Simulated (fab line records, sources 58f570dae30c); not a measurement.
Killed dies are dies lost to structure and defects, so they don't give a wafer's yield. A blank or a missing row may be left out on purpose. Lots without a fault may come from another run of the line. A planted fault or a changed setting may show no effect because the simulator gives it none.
Which tool did it? | flow berkeley_cmos170 | 14 lots, 42 wafers sampled, at 1 step of a route of 331

WHAT THE GAUGES READ, wafer by wafer
UCB170_NWELL_OVL_MEAS_12.
lot  | measured    | on         | NWELL_OVL (nm)
L697 | day 2 09:51 | overlay-02 | -1 -6 5
L700 | day 3 03:18 | overlay-01 | -7 -7 -5
L701 | day 3 03:23 | overlay-01 | -12 -5 -11
L704 | day 4 01:47 | overlay-01 | -2 -7 -6
L705 | day 4 16:48 | overlay-01 | 1 5 -2
L706 | day 4 17:02 | overlay-01 | 1 5 -2
L708 | day 5 00:17 | overlay-02 | -4 -3 -7
L710 | day 5 00:27 | overlay-01 | -11 -6 -14
L711 | day 5 13:46 | overlay-01 | -10 -1 -17
L713 | day 5 21:08 | overlay-02 | -6 -13 -13
L717 | day 6 08:11 | overlay-01 | 1 -7 -4
L716 | day 6 08:22 | overlay-02 | 1 -11 -5
L719 | day 6 21:47 | overlay-02 | 4 9 6
L720 | day 6 22:55 | overlay-02 | 6 3 10

WHICH TOOL RAN EACH LOT (tool, then ch and the chambers of the sampled wafers, then the start)
The record holds no process step before these readings.

WHAT THE TOOLS THEMSELVES READ (means of the sampled wafers that have a number; where no wafer has one, the mark that the record gives instead)
The record holds no such reading with a usual standard deviation.

THE ANSWER, worked out from the rows above alone
Rule: what is usual is taken from the lots themselves. Put in order of their means at a reading, lots are off if they are a third of the lots or fewer, leave a main group of 4 or more, and stand apart from it by a gap of 3 or more times the standard deviation of the main group's means; of several such gaps the widest counts. A main group whose means are all the same, to the digits that the tables above print for the reading, isn't used. A lot without any number at a reading at which 4 lots or more have one is off too. The other lots that the step has rows for count as sound. The gauges are gone through in route order, then the tools' own readings, and for those a lot's mean is taken as printed above. The first step at which some lot is off is used, and at that step the reading that is off furthest; a lot without a number counts as furthest.
No lot is off at any reading shown: from this, nothing can be told.

WHAT THE SIMULATOR HAD PUT IN
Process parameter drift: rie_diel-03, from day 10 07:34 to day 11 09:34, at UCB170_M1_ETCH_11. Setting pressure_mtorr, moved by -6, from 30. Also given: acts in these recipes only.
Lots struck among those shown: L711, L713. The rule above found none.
